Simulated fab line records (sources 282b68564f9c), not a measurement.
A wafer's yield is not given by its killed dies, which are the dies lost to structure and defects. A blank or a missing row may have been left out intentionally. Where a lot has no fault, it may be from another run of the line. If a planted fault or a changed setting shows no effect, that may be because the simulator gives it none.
Which tool is to blame? | flow ritCmos | 7 lots, 21 wafers sampled, at 2 steps of a route of 202

WHAT EACH GAUGE READ, for each wafer
RIT_WELLDRIVE_RS_MEAS_02: the measuring method here is four-point-probe.
lot  | measured    | on           | PWELL_RS (ohm/sq)
L748 | day 2 15:29 | filmMetro-04 | 429.8 429.5 430.0
L751 | day 3 05:25 | filmMetro-04 | 429.0 427.9 429.2
L754 | day 3 21:17 | filmMetro-03 | 445.7 444.4 445.3
L756 | day 4 07:13 | filmMetro-04 | 442.5 444.0 443.9
L760 | day 5 02:42 | filmMetro-03 | 429.3 431.0 429.1
L763 | day 5 17:14 | filmMetro-02 | 428.8 429.2 429.2
L768 | day 6 21:49 | filmMetro-03 | 431.1 429.2 429.3

WHICH TOOL RAN EACH LOT (tool, then ch and the chambers of the sampled wafers, then the start)
lot  | RIT_PWELL_IMPLANT_08
L748 | implanter-04 ch 0, day 2 09:53
L751 | implanter-03 ch 0, day 2 23:49
L754 | implanter-04 ch 0, day 3 14:58
L756 | implanter-04 ch 0, day 4 00:16
L760 | implanter-03 ch 0, day 4 20:13
L763 | implanter-02 ch 0, day 5 11:22
L768 | implanter-04 ch 0, day 6 16:11
- RIT_PWELL_IMPLANT_08

THE ANSWER, worked out from the rows above alone
Rule: usual is defined by the lots themselves. Put in order of their means at a reading, lots are off if they are a third of the lots or fewer, leave a main group of 4 or more, and stand apart from it by a gap of 3 or more times the standard deviation of the main group's means; of several such gaps the widest counts. A main group whose means are all the same, to the digits that the tables above print for the reading, isn't used. A lot without any number at a reading at which 4 lots or more have one is off too. Any other lot the step has rows for is counted as sound.
Off: L754, L756, at RIT_WELLDRIVE_RS_MEAS_02 (PWELL_RS). Mean 429.4 ohm/sq and standard deviation 0.47 in the main group.
A tool fits if, at a process step before that reading, it ran every lot that is off, and no sound lot after the first of them. Those tools and the gauges at RIT_WELLDRIVE_RS_MEAS_02 are tried in the same way. None of those tried fits.

WHAT THE SIMULATOR HAD PUT IN
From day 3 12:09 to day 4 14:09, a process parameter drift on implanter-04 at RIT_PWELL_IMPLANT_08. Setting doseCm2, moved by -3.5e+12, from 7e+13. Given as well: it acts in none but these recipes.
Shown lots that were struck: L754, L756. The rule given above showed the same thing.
